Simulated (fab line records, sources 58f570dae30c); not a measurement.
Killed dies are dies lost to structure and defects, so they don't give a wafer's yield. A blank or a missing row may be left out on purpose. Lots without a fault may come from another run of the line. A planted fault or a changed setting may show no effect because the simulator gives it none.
fab line records | flow berkeley_cmos170 | part 1 of 2: steps 1 to 31 of 44
record lots=5 wafers=15 last_day=11
route steps=331 shown NWELL@26 PWELL@34 WELLDRIVE@55 ACTIVE@60
lots that met no fault: from a run of the same line without faults
start_h: hours from the record's first day to the start of the lot's first wafer shown | wait_h: hours since the lot's step before | " the same as in the row above | L1.1+2: a row that stands for several wafers | - no value, or no start given | * or withheld: withheld | < > ~ a bound
route shown NAME@n: a module of which the file shows steps, and the number in the route of the first | usual: mean/standard deviation of fault-free wafers | same: alike in all rows | chamber/n: place in a boat | sites: the reading at each site | _std_site: their standard deviation | _edge_site: outer sites' mean less inner sites' | radius_mm: how far each site lies from the wafer's centre | mask NAME#n: copy n | behind: the tool/chamber that last shaped the wafer | hold: why the lot was held/for how many hours/how that ended | device: the transistor (n, p or np) that didn't switch | end of line: the same wafers' tests at the end of the route | a step without rows: its recipe alone | killed: dies lost to structure and defects at the first sort, not the wafer's yield | map: a wafer's dies, x killed, . not, _ none there
set.NAME: the setting as run; set.NAME@STEP: as run at that earlier step | model.NAME: the simulator's own value behind a step, which no gauge read
lots at some steps of the route; a table a step, a row a wafer
services: from which hour (start_h, from the record's first day; less than 0 if before it) a tool's chamber was out of use, for how many hours, and why
## steps
# step UCB170_NWELL_OVL_MEAS_12
# usual NWELL_OVL=-1/6.2
# columns lot.wafer tool chamber start_h wait_h NWELL_OVL[nm]
L076.1 overlay-02 - 36.53 - 2
L076.2 " - " " 0
L076.4 " - " " 2
L077.1 overlay-02 - 44.68 - 1
L077.3 " - " " -5
L077.5 " - " " -4
L084.1 overlay-01 - 84.79 - 2
L084.2 " - " " -3
L084.5 " - " " -1
L087.2 overlay-02 - 92.64 - 0
L087.3 " - " " 6
L087.6 " - " " 5
L094.2 overlay-01 - 136.22 - -8
L094.5 " - " " -8
L094.6 " - " " -10
# step UCB170_NWELL_ETCH_13
# recipe chemistry=CH3F/Ar/O2 target=Si3N4 stop_on=SiO2 CH3F_flow_sccm=20 Ar_flow_sccm=50 O2_flow_sccm=7 pressure_mtorr=50 rf_w=450 target_depth_a=2464 over_etch_frac=0.1 time_s=154
# usual drypump_motor_current_A=5.6/0.47 oes_product_au=0.941/0.014 throttle_valve_pct=8.01/0.17
# same time_s=154
# columns lot.wafer tool chamber start_h wait_h drypump_motor_current_A oes_product_au rf_hours_counter_h throttle_valve_pct
L076.1 rie_diel-04 2 36.57 0.0 5.2 0.914 19 7.99
L076.2 " 0 " " 5.1 0.946 34 7.77
L076.4 " 1 " " 5.3 0.915 2 8.06
L077.1 rie_diel-04 1 44.72 0.0 5.3 0.927 2 8.06
L077.3 " 3 " " 6.4 0.928 108 7.82
L077.5 " 1 " " 5.3 0.921 - 8.04
L084.1 rie_diel-03 2 84.83 0.0 6.1 0.939 1 8.20
L084.2 " 3 " " 5.7 0.949 164 8.16
L084.5 " 3 " " 5.7 0.952 - 8.16
L087.2 rie_diel-03 2 92.67 0.0 6.1 0.948 2 8.20
L087.3 " 1 " " 5.3 0.944 35 8.11
L087.6 " 0 " " 5.9 0.924 - 7.75
L094.2 rie_diel-01 0 136.25 0.0 6.4 0.975 122 8.30
L094.5 " 3 " " 5.0 0.955 - 7.98
L094.6 " 0 " " 6.4 0.975 - 8.30
# step UCB170_NWELL_IMPLANT_14
# recipe species=P dose_cm2=1e+13 energy_kev=150 tilt_deg=7
# columns lot.wafer tool chamber start_h wait_h
L076.1+2+4 implanter-03 0 36.67 0.1
L077.1+3+5 implanter-01 0 44.82 0.1
L084.1+2+5 implanter-01 0 84.93 0.1
L087.2+3+6 implanter-03 0 92.80 0.1
L094.2+5+6 implanter-03 0 136.37 0.1
# step UCB170_NWELL_STRIP_15
# recipe chemistry=O2 power_w=400 pressure_mtorr=3500 platen_temp_c=withheld o2_flow_sccm=400 overash_fraction=0.5
# usual drypump_motor_current_A=6.0/0.66 oes_product_au=0.720/0.0048 strip_time_to_endpoint_s=18.01/0.076
# columns lot.wafer tool chamber start_h wait_h drypump_motor_current_A oes_product_au rf_hours_counter_h strip_time_to_endpoint_s
L076.1 plasma_asher-04 1 36.82 0.1 6.5 0.722 32 18.05
L076.2 " 0 " " 6.5 0.720 32 17.90
L076.4 " 1 " " 6.5 0.729 - 18.00
L077.1 plasma_asher-02 1 44.97 0.1 6.5 0.717 33 17.97
L077.3 " 1 " " 6.5 0.720 - 17.95
L077.5 " 1 " " 6.4 0.722 - 18.01
L084.1 plasma_asher-01 1 85.08 0.1 4.6 0.721 30 17.99
L084.2 " 0 " " 5.9 0.728 30 18.06
L084.5 " 0 " " 5.9 0.714 - 18.08
L087.2 plasma_asher-01 1 92.92 0.1 4.7 0.722 31 17.97
L087.3 " 0 " " 5.9 0.720 - 17.94
L087.6 " 1 " " 4.7 0.719 - 17.87
L094.2 plasma_asher-02 0 136.50 0.1 5.6 0.717 0 18.23
L094.5 " 0 " " 5.6 0.723 - 18.10
L094.6 " 1 " " 6.4 0.720 - 18.16
# step UCB170_NWELL_TW_MEAS_16
# usual NWELL_TW=1240/12
# columns lot.wafer tool chamber start_h wait_h NWELL_TW
L076.1 film_metro-04 - 36.92 0.1 1259
L076.2 " - " " 1249
L076.4 " - " " 1255
L077.1 film_metro-01 - 45.07 0.1 1243
L077.3 " - " " 1245
L077.5 " - " " 1248
L084.1 film_metro-04 - 85.18 0.1 1248
L084.2 " - " " 1254
L084.5 " - " " 1256
L087.2 film_metro-04 - 93.03 0.1 1257
L087.3 " - " " 1262
L087.6 " - " " 1252
L094.2 film_metro-02 - 136.61 0.1 1226
L094.5 " - " " 1228
L094.6 " - " " 1233
# step UCB170_NWELL_CLEAN_17
# recipe chemistry=SPM temp_c=120 time_s=600
# same time_s=600
# columns lot.wafer tool chamber start_h wait_h
L076.1+2+4 wet_bench-02 2 36.98 0.1
L077.1+3+5 wet_bench-04 1 46.31 1.2
L084.1+2+5 wet_bench-02 1 85.26 0.1
L087.2+3+6 wet_bench-04 1 93.08 0.0
L094.2+5+6 wet_bench-04 0 136.66 0.0
# step UCB170_NWELL_WET_ETCH_18
# recipe chemistry=H3PO4 target=Si3N4 temp_c=160 time_s=14400
# same time_s=14400
# columns lot.wafer tool chamber start_h wait_h
L076.1+2+4 wet_bench-04 3 37.15 0.0
L077.1+3+5 wet_bench-04 2 46.90 0.4
L084.1+2+5 wet_bench-02 1 85.43 0.0
L087.2+3+6 wet_bench-04 3 93.27 0.0
L094.2+5+6 wet_bench-04 3 136.83 0.0
# step UCB170_NWELL_WET_ETCH_19
# recipe chemistry=BOE dilution=5:1 target=SiO2 temp_c=25 time_s=22
# same time_s=22
# columns lot.wafer tool chamber start_h wait_h
L076.1+2+4 wet_bench-04 3 41.93 0.8
L077.1+3+5 wet_bench-02 0 51.28 0.0
L084.1+2+5 wet_bench-04 1 89.69 0.2
L087.2+3+6 wet_bench-03 2 97.82 0.2
L094.2+5+6 wet_bench-03 2 140.84 0.0
# step UCB170_PWELL_CLEAN_00
# recipe chemistry=SPM temp_c=120 time_s=600
# same time_s=600
# columns lot.wafer tool chamber start_h wait_h
L076.1+2+4 wet_bench-03 3 43.56 1.6
L077.1+3+5 wet_bench-02 1 51.29 0.0
L084.1+2+5 wet_bench-04 2 89.71 0.0
L087.2+3+6 wet_bench-03 1 98.18 0.3
L094.2+5+6 wet_bench-04 3 140.86 0.0
# step UCB170_PWELL_CLEAN_01
# recipe chemistry=dHF dilution=25:1 time_s=60
# same time_s=60
# columns lot.wafer tool chamber start_h wait_h
L076.1+2+4 wet_bench-02 0 43.87 0.1
L077.1+3+5 wet_bench-03 1 51.48 0.0
L084.1+2+5 wet_bench-04 1 89.90 0.0
L087.2+3+6 wet_bench-03 3 98.38 0.0
L094.2+5+6 wet_bench-04 0 141.03 0.0
# step UCB170_PWELL_OXIDATION_02
# recipe temp_c=1000 ambient=O2 target_thk_a=264 ox_time_s=1260
# usual tube_center_temp_C=1000/0.095
# columns lot.wafer tool chamber start_h wait_h tube_center_temp_C
L076.1 furnace-04 0 46.69 2.8 1000
L076.2 " 0 " " 999.97
L076.4 " 0 " " 999.97
L077.1 furnace-01 0 55.00 3.5 1000.1
L077.3 " 0 " " 999.97
L077.5 " 0 " " 999.95
L084.1 furnace-03 0 94.12 4.2 1000
L084.2 " 0 " " 1000
L084.5 " 0 " " 1000
L087.2 furnace-03 0 101.07 2.7 1000.2
L087.3 " 0 " " 999.84
L087.6 " 0 " " 1000.1
L094.2 furnace-04 0 145.18 4.1 1000.1
L094.5 " 0 " " 1000
L094.6 " 0 " " 999.93
# step UCB170_PWELL_THK_MEAS_03
# recipe reads=SiO2_of_PWELL_OXIDATION_02
# usual PWELL_OXIDE_THK=26.4/0.43
# columns lot.wafer tool chamber start_h wait_h PWELL_OXIDE_THK[nm]
L076.1 film_metro-03 - 48.04 0.0 25.5
L076.2 " - " " 25.8
L076.4 " - " " 25.5
L077.1 film_metro-03 - 56.35 0.0 26.3
L077.3 " - " " 26.4
L077.5 " - " " 26.2
L084.1 film_metro-04 - 95.47 0.0 26.3
L084.2 " - " " 26.4
L084.5 " - " " 26.1
L087.2 film_metro-04 - 102.43 0.0 25.9
L087.3 " - " " 26.2
L087.6 " - " " 26.6
L094.2 film_metro-04 - 146.54 0.0 26.7
L094.5 " - " " 26.4
L094.6 " - " " 26.0
# step UCB170_PWELL_ANNEAL_04
# recipe temp_c=1000 time_s=900 ambient=N2
# usual tube_center_temp_C=1000/0.093
# same time_s=900
# columns lot.wafer tool chamber start_h wait_h tube_center_temp_C
L076.1 furnace-04 0 51.04 3.0 1000.1
L076.2 " 0 " " 1000.1
L076.4 " 0 " " 1000
L077.1 furnace-03 0 59.08 2.7 999.96
L077.3 " 0 " " 1000.1
L077.5 " 0 " " 999.91
L084.1 furnace-04 0 98.58 3.1 999.97
L084.2 " 0 " " 999.9
L084.5 " 0 " " 999.8
L087.2 furnace-04 0 105.26 2.8 1000
L087.3 " 0 " " 999.94
L087.6 " 0 " " 1000
L094.2 furnace-04 0 150.46 3.9 999.95
L094.5 " 0 " " 999.94
L094.6 " 0 " " 1000.1
# step UCB170_PWELL_CVD_05
# recipe material=Si3N4 target_thk_nm=220 temp_c=800 precursor=SiH2Cl2/NH3 time_s=3300 pressure_mtorr=200 sih2cl2_flow_sccm=25 nh3_flow_sccm=75
# usual nh3_flow_sccm=74.99/0.22
# same time_s=3300
# columns lot.wafer tool chamber start_h wait_h nh3_flow_sccm
L076.1 lpcvd-01 1 52.29 0.0 75.29
L076.2 " 1 " " 74.91
L076.4 " 1 " " 74.73
L077.1 lpcvd-01 1 61.94 1.6 74.98
L077.3 " 1 " " 75.17
L077.5 " 1 " " 74.83
L084.1 lpcvd-02 1 99.83 0.0 74.81
L084.2 " 1 " " 74.79
L084.5 " 1 " " 74.84
L087.2 lpcvd-02 1 107.75 1.2 75.04
L087.3 " 1 " " 74.90
L087.6 " 1 " " 74.89
L094.2 lpcvd-01 1 151.71 0.0 74.92
L094.5 " 1 " " 74.92
L094.6 " 1 " " 74.86
# step UCB170_PWELL_THK_MEAS_06
# recipe reads=Si3N4_of_PWELL_CVD_05
# usual PWELL_NITRIDE_THK=218.8/1.9
# columns lot.wafer tool chamber start_h wait_h PWELL_NITRIDE_THK[nm]
L076.1 film_metro-01 - 54.21 0.0 220.6
L076.2 " - " " 218.1
L076.4 " - " " 217.9
L077.1 film_metro-03 - 63.85 0.0 218.5
L077.3 " - " " 215.6
L077.5 " - " " 217.5
L084.1 film_metro-01 - 101.81 0.1 217.6
L084.2 " - " " 217.7
L084.5 " - " " 217.5
L087.2 film_metro-04 - 109.68 0.0 215.7
L087.3 " - " " 216.9
L087.6 " - " " 216.6
L094.2 film_metro-04 - 153.64 0.0 220.1
L094.5 " - " " 223.5
L094.6 " - " " 221.5
# step UCB170_PWELL_HMDS_07
# recipe prime_time_s=60 prime_temp_c=100
# columns lot.wafer tool chamber start_h wait_h
L076.1+2+4 litho_track-04 0 54.27 0.1
L077.1+3+5 litho_track-01 0 64.27 0.4
L084.1+2+5 litho_track-02 0 102.48 0.7
L087.2+3+6 litho_track-02 0 109.76 0.1
L094.2+5+6 litho_track-01 0 153.71 0.1
# step UCB170_PWELL_COAT_08
# recipe resist=KrF spin_rpm=1500 resist_thk_nm=900
# columns lot.wafer tool chamber start_h wait_h
L076.1+2+4 litho_track-04 0 54.42 0.1
L077.1+3+5 litho_track-01 0 64.42 0.1
L084.1+2+5 litho_track-02 0 102.63 0.1
L087.2+3+6 litho_track-02 0 109.91 0.1
L094.2+5+6 litho_track-01 0 153.86 0.1
# step UCB170_PWELL_SOFTBAKE_09
# recipe resist=KrF temp_c=130 time_s=60
# same time_s=60
# columns lot.wafer tool chamber start_h wait_h
L076.1+2+4 litho_track-04 0 54.57 0.1
L077.1+3+5 litho_track-01 0 64.57 0.1
L084.1+2+5 litho_track-02 0 102.78 0.1
L087.2+3+6 litho_track-02 0 110.06 0.1
L094.2+5+6 litho_track-01 0 154.01 0.1
# step UCB170_PWELL_EXPOSE_10
# recipe mask_id=PWELL target_cd_nm=3000 na=0.5 sigma_outer=0.6 source_shape=conventional dose_mj=19
# usual focus_offset_nm=0.1/0.51
# columns lot.wafer tool chamber start_h wait_h mask focus_offset_nm
L076.1 krf_scanner-02 0 54.72 0.1 PWELL#0 0.8
L076.2 " 0 " " PWELL#0 -0.1
L076.4 " 0 " " PWELL#0 -0.2
L077.1 krf_scanner-02 0 64.72 0.1 PWELL#0 -0.3
L077.3 " 0 " " PWELL#0 1.0
L077.5 " 0 " " PWELL#0 -0.5
L084.1 krf_scanner-01 0 103.28 0.5 PWELL#0 0.1
L084.2 " 0 " " PWELL#0 0.4
L084.5 " 0 " " PWELL#0 1.2
L087.2 krf_scanner-02 0 110.44 0.4 PWELL#0 0.4
L087.3 " 0 " " PWELL#0 0.3
L087.6 " 0 " " PWELL#0 1.3
L094.2 krf_scanner-02 0 154.28 0.2 PWELL#0 -0.4
L094.5 " 0 " " PWELL#0 -0.7
L094.6 " 0 " " PWELL#0 0.2
# step UCB170_PWELL_PEB_11
# recipe peb_temp_c=130 peb_time_s=withheld resist=KrF
# columns lot.wafer tool chamber start_h wait_h
L076.1+2+4 litho_track-01 0 54.83 0.1
L077.1+3+5 litho_track-02 0 64.84 0.1
L084.1+2+5 litho_track-04 0 103.53 0.2
L087.2+3+6 litho_track-04 0 110.56 0.1
L094.2+5+6 litho_track-02 0 154.41 0.1
# step UCB170_PWELL_DEVELOP_12
# recipe developer=TMAH develop_time_s=45 resist=KrF dev_temp_c=21
# columns lot.wafer tool chamber start_h wait_h
L076.1+2+4 litho_track-01 0 - -
L077.1+3+5 litho_track-02 0 - -
L084.1+2+5 litho_track-04 0 - -
L087.2+3+6 litho_track-04 0 - -
L094.2+5+6 litho_track-02 0 - -
# step UCB170_PWELL_OVL_MEAS_13
# usual PWELL_OVL=1/5.3
# columns lot.wafer tool chamber start_h wait_h PWELL_OVL[nm]
L076.1 overlay-02 - 55.11 - -3
L076.2 " - " " -9
L076.4 " - " " -5
L077.1 overlay-01 - 65.11 - 4
L077.3 " - " " -4
L077.5 " - " " -5
L084.1 overlay-01 - 103.81 - -2
L084.2 " - " " 9
L084.5 " - " " 10
L087.2 overlay-01 - 110.82 - -1
L087.3 " - " " -3
L087.6 " - " " 3
L094.2 overlay-02 - 154.66 - -6
L094.5 " - " " 0
L094.6 " - " " 3
# step UCB170_PWELL_ETCH_14
# recipe chemistry=CH3F/Ar/O2 target=Si3N4 stop_on=SiO2 CH3F_flow_sccm=20 Ar_flow_sccm=50 O2_flow_sccm=7 pressure_mtorr=50 rf_w=450 target_depth_a=2420 over_etch_frac=0.1 time_s=151
# usual drypump_motor_current_A=5.6/0.45 oes_product_au=0.942/0.015 throttle_valve_pct=7.99/0.15
# same time_s=151
# columns lot.wafer tool chamber start_h wait_h drypump_motor_current_A oes_product_au rf_hours_counter_h throttle_valve_pct
L076.1 rie_diel-01 3 55.15 0.0 5.0 0.945 29 8.01
L076.2 " 2 " " 5.7 0.935 13 8.20
L076.4 " 1 " " 5.8 0.950 93 8.01
L077.1 rie_diel-02 1 65.15 0.0 5.5 0.928 13 7.96
L077.3 " 2 " " 5.8 0.951 121 7.77
L077.5 " 2 " " 5.8 0.947 - 7.77
L084.1 rie_diel-04 1 103.84 0.0 5.3 0.921 6 8.07
L084.2 " 0 " " 5.1 0.951 38 7.77
L084.5 " 1 " " 5.3 0.925 - 8.08
L087.2 rie_diel-04 3 110.85 0.0 6.4 0.915 111 7.82
L087.3 " 1 " " 5.3 0.921 6 8.08
L087.6 " 3 " " 6.4 0.926 - 7.82
L094.2 rie_diel-02 2 154.69 0.0 5.8 0.959 125 7.76
L094.5 " 3 " " 5.5 0.960 - 7.99
L094.6 " 2 " " 5.8 0.962 - 7.78
# step UCB170_PWELL_IMPLANT_15
# recipe species=B dose_cm2=5e+12 energy_kev=60 tilt_deg=7
# columns lot.wafer tool chamber start_h wait_h
L076.1+2+4 implanter-02 0 55.25 0.1
L077.1+3+5 implanter-03 0 65.25 0.1
L084.1+2+5 implanter-02 0 103.94 0.1
L087.2+3+6 implanter-04 0 110.98 0.1
L094.2+5+6 implanter-04 0 154.82 0.1
# step UCB170_PWELL_STRIP_16
# recipe chemistry=O2 power_w=400 pressure_mtorr=3500 platen_temp_c=withheld o2_flow_sccm=400 overash_fraction=0.5
# usual drypump_motor_current_A=5.5/0.57 oes_product_au=0.722/0.0051 strip_time_to_endpoint_s=18.07/0.092
# columns lot.wafer tool chamber start_h wait_h drypump_motor_current_A oes_product_au rf_hours_counter_h strip_time_to_endpoint_s
L076.1 plasma_asher-03 1 55.40 0.1 5.7 0.719 34 18.10
L076.2 " 0 " " 5.1 0.720 34 18.05
L076.4 " 1 " " 5.7 0.717 - 18.18
L077.1 plasma_asher-03 1 65.40 0.1 5.8 0.723 35 17.96
L077.3 " 0 " " 5.1 0.728 - 17.96
L077.5 " 1 " " 5.7 0.713 - 18.06
L084.1 plasma_asher-01 1 104.09 0.1 4.7 0.718 33 17.98
L084.2 " 0 " " 5.9 0.727 33 17.94
L084.5 " 0 " " 5.9 0.723 - 18.05
L087.2 plasma_asher-01 0 111.10 0.1 5.9 0.724 34 17.94
L087.3 " 0 " " 5.9 0.725 - 18.07
L087.6 " 1 " " 4.7 0.728 - 18.01
L094.2 plasma_asher-03 0 154.94 0.1 5.1 0.717 43 17.96
L094.5 " 1 " " 5.8 0.716 - 17.93
L094.6 " 0 " " 5.1 0.719 - 17.99
# step UCB170_PWELL_TW_MEAS_17
# usual PWELL_TW=379.1/2.2
# columns lot.wafer tool chamber start_h wait_h PWELL_TW
L076.1 film_metro-01 - 55.50 0.1 378.4
L076.2 " - " " 374.9
L076.4 " - " " 377.6
L077.1 film_metro-01 - 65.50 0.1 378.7
L077.3 " - " " 376.4
L077.5 " - " " 377.8
L084.1 film_metro-01 - 104.19 0.1 380.8
L084.2 " - " " 379.2
L084.5 " - " " 379.7
L087.2 film_metro-03 - 111.21 0.1 378.5
L087.3 " - " " 376.4
L087.6 " - " " 376.4
L094.2 film_metro-04 - 155.05 0.1 377.4
L094.5 " - " " 379.9
L094.6 " - " " 377.7
# step UCB170_PWELL_CLEAN_18
# recipe chemistry=SPM temp_c=120 time_s=600
# same time_s=600
# columns lot.wafer tool chamber start_h wait_h
L076.1+2+4 wet_bench-02 3 55.56 0.1
L077.1+3+5 wet_bench-03 1 65.56 0.1
L084.1+2+5 wet_bench-04 2 104.38 0.2
L087.2+3+6 wet_bench-02 3 111.26 0.0
L094.2+5+6 wet_bench-02 0 155.62 0.6
# step UCB170_PWELL_WET_ETCH_19
# recipe chemistry=H3PO4 target=Si3N4 temp_c=160 time_s=14400
# same time_s=14400
# columns lot.wafer tool chamber start_h wait_h
L076.1+2+4 wet_bench-02 3 55.73 0.0
L077.1+3+5 wet_bench-02 1 65.75 0.0
L084.1+2+5 wet_bench-04 2 104.77 0.2
L087.2+3+6 wet_bench-02 1 111.44 0.0
L094.2+5+6 wet_bench-03 2 155.86 0.1
# step UCB170_PWELL_WET_ETCH_20
# recipe chemistry=BOE dilution=5:1 target=SiO2 temp_c=25 time_s=22
# same time_s=22
# columns lot.wafer tool chamber start_h wait_h
L076.1+2+4 wet_bench-04 2 59.88 0.1
L077.1+3+5 wet_bench-03 2 69.76 0.0
L084.1+2+5 wet_bench-02 1 108.78 0.0
L087.2+3+6 wet_bench-03 0 115.44 0.0
L094.2+5+6 wet_bench-04 1 160.24 0.0
# step UCB170_WELLDRIVE_CLEAN_00
# recipe chemistry=SPM temp_c=120 time_s=600
# same time_s=600
# columns lot.wafer tool chamber start_h wait_h
L076.1+2+4 wet_bench-04 0 60.07 0.2
L077.1+3+5 wet_bench-02 0 69.78 0.0
L084.1+2+5 wet_bench-02 3 108.80 0.0
L087.2+3+6 wet_bench-02 0 115.46 0.0
L094.2+5+6 wet_bench-03 1 160.25 0.0
# step UCB170_WELLDRIVE_OXIDATION_01
# recipe temp_c=1100 ambient=O2 target_thk_a=1990 ox_time_s=9000
# usual tube_center_temp_C=1100/0.1
# columns lot.wafer tool chamber start_h wait_h tube_center_temp_C
L076.1 furnace-02 0 62.75 2.5 1100
L076.2 " 0 " " 1100
L076.4 " 0 " " 1100
L077.1 furnace-03 0 72.22 2.3 1100
L077.3 " 0 " " 1100
L077.5 " 0 " " 1100
L084.1 furnace-03 0 111.27 2.3 1100
L084.2 " 0 " " 1100.2
L084.5 " 0 " " 1099.9
L087.2 furnace-03 0 119.02 3.4 1100
L087.3 " 0 " " 1100.1
L087.6 " 0 " " 1099.9
L094.2 furnace-03 0 163.09 2.6 1099.8
L094.5 " 0 " " 1100
L094.6 " 0 " " 1099.9
